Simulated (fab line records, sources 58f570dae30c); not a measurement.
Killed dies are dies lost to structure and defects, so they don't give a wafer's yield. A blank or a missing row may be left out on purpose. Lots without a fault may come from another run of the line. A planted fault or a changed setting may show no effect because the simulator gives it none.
Chamber matching | flow berkeley_cmos170 | UCB170_ACTIVE_ETCH_15 on rie_diel-01: 4 sister chambers
The step etches Si3N4 in CH3F/Ar/O2, stops on SiO2, target depth 242 nm, time 151 s. 8 wafers are shown with their chamber, then 7 later ones without.

WAFERS WITH THEIR CHAMBER
wafer  | chamber | drypump_motor_current_A (A) | throttle_valve_pct (%)
L320.2 | 2       | 6.5                         | 7.98
L324.3 | 1       | 5.3                         | 8.03
L324.5 | 0       | 5.2                         | 8.05
L325.1 | 3       | 6.0                         | 8.00
L325.2 | 1       | 5.4                         | 8.05
L325.6 | 2       | 6.5                         | 7.95
L328.1 | 0       | 5.2                         | 8.07
L328.5 | 3       | 6.0                         | 8.01

WAFERS WITHOUT THEIR CHAMBER
wafer  | drypump_motor_current_A (A) | throttle_valve_pct (%)
L328.6 | 5.2                         | 8.05
L332.4 | 6.0                         | 8.04
L332.5 | 6.1                         | 8.02
L332.6 | 5.2                         | 8.08
L335.2 | 5.4                         | 8.03
L335.5 | 6.5                         | 7.96
L335.6 | 6.0                         | 8.02

WHICH CHAMBER EACH WENT THROUGH
wafer  | from the rows above | in truth
L328.6 | 0                   | 0
L332.4 | 3                   | 3
L332.5 | 3                   | 3
L332.6 | 0                   | 0
L335.2 | 1                   | 1
L335.5 | 2                   | 2
L335.6 | 3                   | 3
Placed correctly: 7 of 7. Can't be placed from these rows: 0. Placed wrongly: 0.
How it was worked out, from the rows above alone: a wafer's distance from a chamber is the root of the sum, over the readings, of the square of ((its reading less the chamber's mean) divided by the reading's scatter). The wafer belongs to the nearest chamber; if the next one is less than 2 further off, it can't be placed. A chamber's mean is the mean of its shown wafers. The scatter: the root of (the sum of the squares of (reading less its chamber's mean) over the shown wafers, divided by (wafers less chambers)).
